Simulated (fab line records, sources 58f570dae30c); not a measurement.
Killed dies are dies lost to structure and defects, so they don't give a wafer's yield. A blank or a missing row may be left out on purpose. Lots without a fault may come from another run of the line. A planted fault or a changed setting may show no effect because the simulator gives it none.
A struck lot beside a sound one | flow berkeley_cmos170 | 15 steps out of a route of 331
Sound: wafers L305.1, L305.2, L305.6. Struck: wafers L296.1, L296.5, L296.6. The cause comes at the end.
At each step with rows: each side's tool, then ch and its chambers, then its first start. Under that, the readings that differ: sound wafers | struck wafers | difference of the means | sigmas: that difference in standard deviations of wafers without a fault.
alike: readings whose means differ by less than 2 such deviations, and words and numbers that are the same on both sides. not compared: withheld readings, readings that some wafer has no value for, bounds like >300 that may hide the same value, and numbers for which the record gives no deviation and whose values overlap.
The two part at a step that has a row with sigmas, a row that says differs or no value, or rows on one side only. Numbers that don't overlap but have no deviation are shown without sigmas and don't part them. A reading that every wafer of one side lacks parts them only if that side has two wafers or more.

first, 6 steps without rows for these wafers: UCB170_V1_HMDS_06 (prime time 60 s); UCB170_V1_COAT_07 (resist thk 900 nm); UCB170_V1_SOFTBAKE_08 (time 60 s); UCB170_V1_EXPOSE_09 (exposes mask VIA1, target cd 700 nm); UCB170_V1_PEB_10; UCB170_V1_DEVELOP_11 (develop time 45 s).
UCB170_V1_CD_MEAS_12: target cd 700 nm.
  sound on cd_sem-02, day 12 02:10; struck on cd_sem-02, day 11 02:32
  alike: cd_nm
UCB170_V1_OVL_MEAS_13:
  sound on overlay-02, day 12 02:17; struck on overlay-01, day 11 02:40
  alike: V1_OVL
UCB170_V1_ETCH_14: etches SiO2 in CHF3/CF4/Ar, stops on Al, target depth 1250 nm, time 291 s.
  sound on rie_diel-03 ch 0,1,2, day 12 02:19; struck on rie_diel-01 ch 0,1,2, day 11 02:41
  alike: drypump_motor_current_A, mfc_ar_sccm, oes_product_au, throttle_valve_pct
  not compared: rf_hours_counter_h
UCB170_V1_STRIP_15: strips in O2.
  sound on plasma_asher-04 ch 0,1, day 12 02:30; struck on plasma_asher-03 ch 0,1, day 11 02:52
  alike: drypump_motor_current_A, oes_product_au, strip_time_to_endpoint_s
  not compared: rf_hours_counter_h
UCB170_V1_CD_MEAS_90: target cd 700 nm.
  sound on cd_sem-02, day 12 02:36; struck on cd_sem-02, day 11 03:23
  alike: cd_nm
then, 1 step without rows for these wafers: UCB170_M2_PRE_CLEAN_00 (preclean etch time 60 s).
UCB170_M2_SPUTTER_01: material Al, target thk 900 nm, time 120 s.
  sound on pvd_sputter-04, day 12 02:47; struck on pvd_sputter-01, day 11 03:34
  no value came back on the struck wafers for cathode_dc_power_W (W), chamber_pressure_pa (Pa), throttle_valve_pct (%); on the sound wafers cathode_dc_power_W (W) reads 5999.6 5997.9 5999.5
UCB170_M2_RS_MEAS_02: measures by four-point-probe.
  sound on film_metro-02, day 12 02:52; struck on film_metro-02, day 11 03:56
  reading           | sound                | struck | difference                    | sigmas
  M2_AL_RS (ohm/sq) | 0.0315 0.0319 0.0316 | - - -  | no value on the struck wafers |
  not compared: hold
UCB170_M3_PROBE_99:
  the record has rows for the sound wafers here (prober-01, day 12 12:31) and none for the struck ones

WHERE THEY PART
First at UCB170_M2_SPUTTER_01; last, within this record, at UCB170_M3_PROBE_99.

WHY: what the simulator had put in
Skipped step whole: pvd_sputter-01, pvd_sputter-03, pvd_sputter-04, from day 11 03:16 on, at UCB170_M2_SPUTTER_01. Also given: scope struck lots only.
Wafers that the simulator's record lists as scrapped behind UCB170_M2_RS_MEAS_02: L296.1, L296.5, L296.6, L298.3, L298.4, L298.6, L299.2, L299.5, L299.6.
